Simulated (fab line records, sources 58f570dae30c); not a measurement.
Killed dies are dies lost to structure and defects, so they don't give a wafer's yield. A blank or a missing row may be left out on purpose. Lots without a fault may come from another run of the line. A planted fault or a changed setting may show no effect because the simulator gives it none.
Tool commonality check | flow berkeley_cmos170 | 14 lots, 42 wafers sampled

WHY IT WAS OPENED
At UCB170_CONTACT_OVL_MEAS_16 the reading CONTACT_OVL is flagged on 2 of 14 lots. Wafers without a fault read 1 nm, standard deviation 4.3.
Rule: a lot is flagged when every wafer of it that has a number lies more than 4 standard deviations from that mean, or none has a number. The other lots count as sound.

lot  | measured     | on         | CONTACT_OVL (nm), wafer by wafer | flag
L862 | day 6 03:10  | overlay-01 | -2 0 -4                          |
L863 | day 7 05:24  | overlay-02 | -1 2 -3                          |
L865 | day 7 12:37  | overlay-01 | 4 -2 8                           |
L864 | day 7 15:16  | overlay-02 | 1 -5 3                           |
L867 | day 7 15:31  | overlay-02 | 7 1 6                            |
L866 | day 8 08:08  | overlay-02 | -4 -5 -3                         |
L869 | day 8 18:01  | overlay-01 | 4 1 2                            |
L873 | day 10 01:34 | overlay-01 | 60 61 56                         | FLAGGED
L877 | day 10 02:40 | overlay-01 | 54 52 59                         | FLAGGED
L879 | day 10 21:37 | overlay-01 | 7 8 7                            |
L881 | day 11 04:23 | overlay-01 | -5 -5 -7                         |
L882 | day 11 06:49 | overlay-01 | 5 9 2                            |
L885 | day 11 18:19 | overlay-02 | 4 3 4                            |
L884 | day 11 18:26 | overlay-01 | 7 12 12                          |
The numbers of the flagged lots are 57 nm on average: +56 nm against the usual, or +13 standard deviations.

WHICH TOOL RAN EACH LOT
The record holds 1 process step before the reading, out of a route of 331 steps. In each cell: the tool, then ch and the chambers that the sampled wafers went through, then the start.
lot  | flag    | UCB170_CONTACT_EXPOSE_12
L862 |         | krf_scanner-01 ch 0, day 6 02:40
L863 |         | krf_scanner-02 ch 0, day 7 04:53
L865 |         | krf_scanner-01 ch 0, day 7 12:08
L864 |         | krf_scanner-02 ch 0, day 7 14:46
L867 |         | krf_scanner-01 ch 0, day 7 15:00
L866 |         | krf_scanner-01 ch 0, day 8 07:32
L869 |         | krf_scanner-01 ch 0, day 8 17:30
L873 | FLAGGED | krf_scanner-02 ch 0, day 10 01:01
L877 | FLAGGED | krf_scanner-02 ch 0, day 10 01:41
L879 |         | krf_scanner-01 ch 0, day 10 21:07
L881 |         | krf_scanner-01 ch 0, day 11 03:53
L882 |         | krf_scanner-01 ch 0, day 11 06:21
L885 |         | krf_scanner-01 ch 0, day 11 17:49
L884 |         | krf_scanner-01 ch 0, day 11 17:55
What these steps do:
- UCB170_CONTACT_EXPOSE_12: exposes mask CONT, target cd 700 nm.
- UCB170_CONTACT_OVL_MEAS_16

FLAGGED OVER TOTAL, TOOL BY TOOL (the gauges that took the reading come last)
step                       | tool           | lots run | flagged | share of the flagged lots | sound lots run after its first flagged lot
UCB170_CONTACT_EXPOSE_12   | krf_scanner-01 | 10       | 0       | none                      | -
UCB170_CONTACT_EXPOSE_12   | krf_scanner-02 | 4        | 2       | all                       | 0
UCB170_CONTACT_OVL_MEAS_16 | overlay-01     | 9        | 2       | all                       | 4 (L879,L881,L882,L884)
UCB170_CONTACT_OVL_MEAS_16 | overlay-02     | 5        | 0       | none                      | -

WHAT THE TABLE ALLOWS
2 rows of the table ran every flagged lot: krf_scanner-02 at UCB170_CONTACT_EXPOSE_12, overlay-01 at UCB170_CONTACT_OVL_MEAS_16.
- krf_scanner-02 at UCB170_CONTACT_EXPOSE_12: 2 of its 4 lots flagged. Its last sound lot is L864 (day 7 14:46), its first flagged lot L873 (day 10 01:01): a fault that began between those two fits.
- overlay-01 at UCB170_CONTACT_OVL_MEAS_16: 2 of its 9 lots flagged. Sound lots ran on it after the first flagged one (L879, L881, L882, L884), which a lasting fault on the whole tool wouldn't allow.
One tool is left: krf_scanner-02 at UCB170_CONTACT_EXPOSE_12.

WHAT THE SIMULATOR HAD PUT IN
Scanner matching overlay: krf_scanner-02, from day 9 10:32 on, at UCB170_CONTACT_EXPOSE_12. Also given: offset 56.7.
Lots struck among those shown: L873, L877. The rule above found the same.
